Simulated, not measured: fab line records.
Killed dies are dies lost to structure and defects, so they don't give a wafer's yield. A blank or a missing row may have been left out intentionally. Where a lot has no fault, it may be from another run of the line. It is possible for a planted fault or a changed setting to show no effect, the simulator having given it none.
Check for tools in common + flow berkeley-cmos170 + 15 lots and 45 wafers in the sample

== THE REASON FOR OPENING IT ==
UCB170_PWELL_THK_MEAS_03, reading PWELL_OXIDE_THK: flagged on 3 of 15 lots. No-fault wafers: 26.5 nm, standard deviation 0.49.
Rule: a lot is flagged in two cases, either no wafer of it has a number, or all its wafers with numbers fall more than 4 standard deviations from that mean. All remaining lots are regarded as sound.

| lot  | measured    | on            | PWELL_OXIDE_THK (nm), wafer by wafer | flag    |
|------|-------------|---------------|--------------------------------------|---------|
| L312 | day 2 22:05 | film-metro-03 | 26.4 26.5 26.4                       |         |
| L313 | day 3 04:59 | film-metro-03 | 26.0 26.2 25.8                       |         |
| L315 | day 3 13:01 | film-metro-02 | 26.9 26.8 26.9                       |         |
| L316 | day 4 00:34 | film-metro-01 | 26.4 26.6 26.9                       |         |
| L317 | day 4 04:44 | film-metro-01 | 27.4 26.9 27.0                       |         |
| L318 | day 4 04:44 | film-metro-03 | 26.7 27.6 27.3                       |         |
| L319 | day 4 13:07 | film-metro-02 | 27.0 27.0 27.0                       |         |
| L321 | day 4 18:09 | film-metro-03 | 25.1 25.1 25.2                       |         |
| L324 | day 5 06:47 | film-metro-03 | 26.3 26.2 26.2                       |         |
| L323 | day 5 09:23 | film-metro-02 | 39.2 39.9 39.1                       | FLAGGED |
| L326 | day 5 16:35 | film-metro-01 | 26.4 26.2 26.4                       |         |
| L325 | day 5 19:10 | film-metro-01 | 39.0 39.4 38.7                       | FLAGGED |
| L330 | day 6 15:44 | film-metro-03 | 26.9 26.7 27.0                       |         |
| L333 | day 7 06:52 | film-metro-03 | 40.2 39.5 39.7                       | FLAGGED |
| L335 | day 8 04:34 | film-metro-01 | 26.9 27.1 27.1                       |         |
The mean of the flagged lots' numbers is 39.4 nm, +12.9 nm from the usual (+26 standard deviations).

== WHICH TOOL RAN EACH LOT ==
The record keeps 1 process step preceding the reading, out of 331 steps on the route. Cell contents, in order: the tool; ch with the chambers the sampled wafers went through; the start.
| lot  | flag    | UCB170_PWELL_OXIDATION_02    |
|------|---------|------------------------------|
| L312 |         | furnace-04 ch 0, day 2 20:44 |
| L313 |         | furnace-04 ch 0, day 3 03:37 |
| L315 |         | furnace-04 ch 0, day 3 11:40 |
| L316 |         | furnace-01 ch 0, day 3 23:12 |
| L317 |         | furnace-01 ch 0, day 4 03:23 |
| L318 |         | furnace-01 ch 0, day 4 03:23 |
| L319 |         | furnace-01 ch 0, day 4 11:44 |
| L321 |         | furnace-04 ch 0, day 4 16:48 |
| L324 |         | furnace-01 ch 0, day 5 05:26 |
| L323 | FLAGGED | furnace-01 ch 0, day 5 05:26 |
| L326 |         | furnace-02 ch 0, day 5 15:08 |
| L325 | FLAGGED | furnace-02 ch 0, day 5 15:08 |
| L330 |         | furnace-02 ch 0, day 6 14:22 |
| L333 | FLAGGED | furnace-01 ch 0, day 7 02:49 |
| L335 |         | furnace-04 ch 0, day 8 03:13 |
What is done by these steps:
- UCB170_PWELL_OXIDATION_02: target thk 26.4 nm, ox time 1260 s.
- UCB170_PWELL_THK_MEAS_03

== FLAGGED AGAINST TOTAL, ONE TOOL AT A TIME (gauges that did the reading follow at the end) ==
| step                      | tool          | lots run | flagged | share of the flagged lots | sound lots run after its first flagged lot |
|---------------------------|---------------|----------|---------|---------------------------|--------------------------------------------|
| UCB170_PWELL_OXIDATION_02 | furnace-01    | 7        | 2       | some                      | 0                                          |
| UCB170_PWELL_OXIDATION_02 | furnace-02    | 3        | 1       | some                      | 1 (L330)                                   |
| UCB170_PWELL_OXIDATION_02 | furnace-04    | 5        | 0       | none                      | -                                          |
| UCB170_PWELL_THK_MEAS_03  | film-metro-01 | 5        | 1       | some                      | 1 (L335)                                   |
| UCB170_PWELL_THK_MEAS_03  | film-metro-02 | 3        | 1       | some                      | 0                                          |
| UCB170_PWELL_THK_MEAS_03  | film-metro-03 | 7        | 1       | some                      | 0                                          |

== WHAT IS ALLOWED BY THE TABLE ==
No row of the table ran every flagged lot.

== WHAT HAD BEEN PUT IN BY THE SIMULATOR ==
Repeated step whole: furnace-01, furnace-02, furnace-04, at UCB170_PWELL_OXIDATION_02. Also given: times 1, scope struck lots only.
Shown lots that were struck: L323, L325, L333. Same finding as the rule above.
